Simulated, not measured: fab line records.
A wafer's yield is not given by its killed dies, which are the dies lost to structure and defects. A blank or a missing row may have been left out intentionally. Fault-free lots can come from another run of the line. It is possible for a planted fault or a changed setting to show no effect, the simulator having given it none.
Matching of chambers | flow berkeley_cmos170 | 4 sister chambers for UCB170_ACTIVE_ETCH_15 on rie_diel-03
The step etches Si3N4 in CH3F/Ar/O2, stops on SiO2, target depth 242 nm, time 151 s. 8 wafers are shown with their chamber, then 8 later ones without.

## EACH WAFER AND ITS CHAMBER
wafer  | chamber | throttle_valve_pct (%) | drypump_motor_current_A (A)
L074.1 | 3       | 8.36                   | 5.7
L088.1 | 1       | 8.04                   | 6.0
L088.2 | 2       | 7.92                   | 6.0
L088.6 | 0       | 8.07                   | 5.7
L091.3 | 2       | 7.91                   | 6.0
L091.4 | 0       | 8.08                   | 5.6
L091.6 | 3       | 8.35                   | 5.7
L092.1 | 1       | 8.04                   | 6.0

## WAFERS WITH NO CHAMBER GIVEN
wafer  | throttle_valve_pct (%) | drypump_motor_current_A (A)
L092.3 | 8.33                   | 5.7
L092.4 | 7.93                   | 5.9
L094.3 | 8.04                   | 6.0
L094.4 | 8.36                   | 5.7
L094.5 | 8.03                   | 6.0
L095.3 | 8.02                   | 6.0
L095.4 | 8.34                   | 5.7
L095.5 | 7.91                   | 5.9

## THE CHAMBER EACH PASSED THROUGH
wafer  | from the rows above | in truth
L092.3 | 3                   | 3
L092.4 | 2                   | 2
L094.3 | 1                   | 1
L094.4 | 3                   | 3
L094.5 | 1                   | 1
L095.3 | 1                   | 1
L095.4 | 3                   | 3
L095.5 | 2                   | 2
8 of 8 placed correctly. Left unplaced by these rows: 0. Placed wrongly: 0.
How it was worked out, from the rows above alone: a wafer's distance from a chamber is the root of the sum, over the readings, of the square of ((its reading less the chamber's mean) divided by the reading's scatter). The wafer belongs to the nearest chamber; if the next one is less than 2 further off, it can't be placed. Each chamber's mean is taken over the wafers shown for it. How the scatter is found: for the shown wafers, subtract from each reading the mean of its chamber, square and add these, divide the total by (wafers less chambers), then take the root.
